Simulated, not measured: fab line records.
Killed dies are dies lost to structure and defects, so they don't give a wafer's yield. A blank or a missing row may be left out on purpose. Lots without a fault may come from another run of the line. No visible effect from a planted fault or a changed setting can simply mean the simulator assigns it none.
What tool caused it? / flow berkeley cmos170 / Sampling: 14 lots, 42 wafers, 4 of 331 route steps

== WHAT EACH GAUGE READ, for each wafer ==
UCB170_ACTIVE_THK_MEAS_03.
lot=L332; measured=day 4 15:08; on=film metro-04; ACTIVE_OXIDE_THK (nm)=26.2 25.8 26.5
lot=L333; measured=day 4 15:10; on=film metro-02; ACTIVE_OXIDE_THK (nm)=26.6 26.8 26.3
lot=L335; measured=day 4 22:14; on=film metro-02; ACTIVE_OXIDE_THK (nm)=27.1 26.8 26.6
lot=L334; measured=day 4 22:15; on=film metro-04; ACTIVE_OXIDE_THK (nm)=26.5 26.4 26.2
lot=L336; measured=day 5 07:01; on=film metro-02; ACTIVE_OXIDE_THK (nm)=26.8 27.1 27.1
lot=L337; measured=day 5 07:01; on=film metro-01; ACTIVE_OXIDE_THK (nm)=27.0 26.5 26.6
lot=L338; measured=day 5 19:38; on=film metro-01; ACTIVE_OXIDE_THK (nm)=27.1 27.1 26.9
lot=L339; measured=day 5 19:41; on=film metro-01; ACTIVE_OXIDE_THK (nm)=26.7 26.8 26.5
lot=L345; measured=day 7 03:25; on=film metro-04; ACTIVE_OXIDE_THK (nm)=26.1 26.4 26.2
lot=L347; measured=day 7 10:20; on=film metro-04; ACTIVE_OXIDE_THK (nm)=26.1 26.2 25.8
lot=L352; measured=day 8 15:58; on=film metro-01; ACTIVE_OXIDE_THK (nm)=25.5 26.2 26.2
lot=L350; measured=day 8 16:00; on=film metro-02; ACTIVE_OXIDE_THK (nm)=26.8 27.0 26.7
lot=L354; measured=day 8 22:46; on=film metro-01; ACTIVE_OXIDE_THK (nm)=27.1 27.1 27.2
lot=L355; measured=day 9 10:16; on=film metro-02; ACTIVE_OXIDE_THK (nm)=26.7 27.1 27.1

UCB170_PLDD_OVL_MEAS_07.
lot=L332; measured=day 7 10:29; on=overlay-01; PLDD_OVL (nm)=12 0 9
lot=L333; measured=day 7 10:39; on=overlay-02; PLDD_OVL (nm)=-1 2 -1
lot=L335; measured=day 7 10:23; on=overlay-02; PLDD_OVL (nm)=2 8 4
lot=L334; measured=day 7 09:45; on=overlay-01; PLDD_OVL (nm)=2 -1 -6
lot=L336; measured=day 7 23:26; on=overlay-01; PLDD_OVL (nm)=8 10 0
lot=L337; measured=day 7 23:12; on=overlay-01; PLDD_OVL (nm)=15 14 15
lot=L338; measured=day 8 14:50; on=overlay-02; PLDD_OVL (nm)=-3 -1 8
lot=L339; measured=day 8 15:22; on=overlay-02; PLDD_OVL (nm)=5 0 6
lot=L345; measured=day 10 00:14; on=overlay-01; PLDD_OVL (nm)=-2 0 4
lot=L347; measured=day 9 23:52; on=overlay-02; PLDD_OVL (nm)=-5 -3 -3
lot=L352; measured=day 11 03:30; on=overlay-02; PLDD_OVL (nm)=-1 3 -4
lot=L350; measured=day 11 03:02; on=overlay-02; PLDD_OVL (nm)=-5 8 -4
lot=L354; measured=day 11 16:59; on=overlay-02; PLDD_OVL (nm)=4 8 -4
lot=L355; measured=day 11 22:14; on=overlay-01; PLDD_OVL (nm)=7 10 11

UCB170_M3_THK_MEAS_03: measures by xrf.
lot=L332; measured=day 9 11:47; on=film metro-04; M3_AL_THK (nm)=917 930 924
lot=L333; measured=day 9 12:02; on=film metro-01; M3_AL_THK (nm)=893 902 891
lot=L335; measured=day 9 12:41; on=film metro-02; M3_AL_THK (nm)=913 908 915
lot=L334; measured=day 9 12:45; on=film metro-04; M3_AL_THK (nm)=941 934 924
lot=L336; measured=day 9 13:17; on=film metro-02; M3_AL_THK (nm)=917 920 920
lot=L337; measured=day 9 13:03; on=film metro-02; M3_AL_THK (nm)=899 908 899
lot=L338; measured=day 10 07:55; on=film metro-04; M3_AL_THK (nm)=922 917 912
lot=L339; measured=day 10 07:38; on=film metro-01; M3_AL_THK (nm)=916 917 924
lot=L345; measured=day 11 11:40; on=film metro-01; M3_AL_THK (nm)=926 909 922
lot=L347; measured=day 11 12:23; on=film metro-04; M3_AL_THK (nm)=921 921 917
lot=L352; measured=day 12 15:43; on=film metro-04; M3_AL_THK (nm)=918 916 913
lot=L350; measured=day 12 16:48; on=film metro-01; M3_AL_THK (nm)=924 923 927
lot=L354; measured=day 13 00:34; on=film metro-02; M3_AL_THK (nm)=907 903 900
lot=L355; measured=day 13 08:52; on=film metro-04; M3_AL_THK (nm)=927 926 923

== EACH LOT AND THE TOOL THAT RAN IT (in order: tool; ch and the chambers of the sampled wafers; start) ==
lot=L332; UCB170_GATE_ETCH_15=rie si-02 ch 0,1,3, day 7 08:22
lot=L333; UCB170_GATE_ETCH_15=rie si-01 ch 0,3, day 7 08:40
lot=L335; UCB170_GATE_ETCH_15=rie si-01 ch 0,1,3, day 7 07:50
lot=L334; UCB170_GATE_ETCH_15=rie si-02 ch 0,1,2, day 7 07:35
lot=L336; UCB170_GATE_ETCH_15=rie si-01 ch 2,3, day 7 21:53
lot=L337; UCB170_GATE_ETCH_15=rie si-02 ch 0,1,2, day 7 21:37
lot=L338; UCB170_GATE_ETCH_15=rie si-02 ch 2,3, day 8 13:00
lot=L339; UCB170_GATE_ETCH_15=rie si-01 ch 0,2,3, day 8 13:17
lot=L345; UCB170_GATE_ETCH_15=rie si-01 ch 1,2,3, day 9 22:34
lot=L347; UCB170_GATE_ETCH_15=rie si-01 ch 1,2,3, day 9 22:12
lot=L352; UCB170_GATE_ETCH_15=rie si-02 ch 0,2, day 11 01:44
lot=L350; UCB170_GATE_ETCH_15=rie si-02 ch 0,1,3, day 11 01:22
lot=L354; UCB170_GATE_ETCH_15=rie si-02 ch 0,3, day 11 15:01
lot=L355; UCB170_GATE_ETCH_15=rie si-02 ch 0,1,3, day 11 20:08
- UCB170_GATE_ETCH_15: etches poly-Si in HBr/Cl2, stops on SiO2, time 56.3 s, target depth 278.2 nm.

== AS READ BY THE TOOLS THEMSELVES (means over the sampled wafers that have a number; for cases with no such wafer, the mark the record gives instead) ==
UCB170_GATE_ETCH_15.
lot=L332; tool=rie si-02; drypump motor current A (A)=5.2; oes product au (a.u.)=0.839; rf fwd power W (W)=296.9; throttle valve pct (%)=26.61
lot=L333; tool=rie si-01; drypump motor current A (A)=5.7; oes product au (a.u.)=0.831; rf fwd power W (W)=298.9; throttle valve pct (%)=26.26
lot=L335; tool=rie si-01; drypump motor current A (A)=5.5; oes product au (a.u.)=0.841; rf fwd power W (W)=298.7; throttle valve pct (%)=26.27
lot=L334; tool=rie si-02; drypump motor current A (A)=5.3; oes product au (a.u.)=0.839; rf fwd power W (W)=297.3; throttle valve pct (%)=26.50
lot=L336; tool=rie si-01; drypump motor current A (A)=5.5; oes product au (a.u.)=0.842; rf fwd power W (W)=297.9; throttle valve pct (%)=26.12
lot=L337; tool=rie si-02; drypump motor current A (A)=5.3; oes product au (a.u.)=0.840; rf fwd power W (W)=296.7; throttle valve pct (%)=26.51
lot=L338; tool=rie si-02; drypump motor current A (A)=4.9; oes product au (a.u.)=0.828; rf fwd power W (W)=297.0; throttle valve pct (%)=26.51
lot=L339; tool=rie si-01; drypump motor current A (A)=5.8; oes product au (a.u.)=0.822; rf fwd power W (W)=298.0; throttle valve pct (%)=26.17
lot=L345; tool=rie si-01; drypump motor current A (A)=5.6; oes product au (a.u.)=0.835; rf fwd power W (W)=346.4; throttle valve pct (%)=26.17
lot=L347; tool=rie si-01; drypump motor current A (A)=5.6; oes product au (a.u.)=0.833; rf fwd power W (W)=345.2; throttle valve pct (%)=26.17
lot=L352; tool=rie si-02; drypump motor current A (A)=5.1; oes product au (a.u.)=0.838; rf fwd power W (W)=297.1; throttle valve pct (%)=26.39
lot=L350; tool=rie si-02; drypump motor current A (A)=5.2; oes product au (a.u.)=0.821; rf fwd power W (W)=297.1; throttle valve pct (%)=26.59
lot=L354; tool=rie si-02; drypump motor current A (A)=4.8; oes product au (a.u.)=0.833; rf fwd power W (W)=297.2; throttle valve pct (%)=26.56
lot=L355; tool=rie si-02; drypump motor current A (A)=5.2; oes product au (a.u.)=0.830; rf fwd power W (W)=297.2; throttle valve pct (%)=26.60

== THE ANSWER, worked out from the rows above alone ==
Rule: usual is defined by the lots themselves. The widest of any qualifying gaps counts: lots, ordered by their means at a reading, are off when they make up no more than a third of the lots, leave a main group of 4 or more, and stand apart from it by 3 or more times the standard deviation of that group's means. Not used: any main group whose means are identical at the precision the tables above print for the reading. A lot without any number at a reading at which 4 lots or more have one is off too. Any other lot the step has rows for is counted as sound. The gauges are gone through in route order, then the tools' own readings, and for those a lot's mean is taken as printed above. At the first step where some lot is off, the reading lying furthest off is the one used; lots without a number count as furthest.
Off: L345, L347, at UCB170_GATE_ETCH_15 (rf fwd power W). The main group: mean 297.5 W, standard deviation 0.68.
If a tool, at that step or one of the process steps before it, ran each lot that is off and ran no sound lot following the first of them, it fits. One fits: rie si-01 at UCB170_GATE_ETCH_15. A fault onset in the window from L339 (day 8 13:17, its last sound lot) to L347 (day 9 22:12, its first lot off) fits.
The tool's own readings at UCB170_GATE_ETCH_15 bear it out: on the lots that are off they differ by more than 5 times the standard deviation of the sound lots' means. rf fwd power W reads 345.8 W there against 297.5 W on the sound lots.

== WHAT WAS PUT IN BY THE SIMULATOR ==
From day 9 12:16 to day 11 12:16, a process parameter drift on rie si-01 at UCB170_GATE_ETCH_15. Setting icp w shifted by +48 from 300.
Shown lots that were struck: L345, L347. The rule given above showed the same thing.
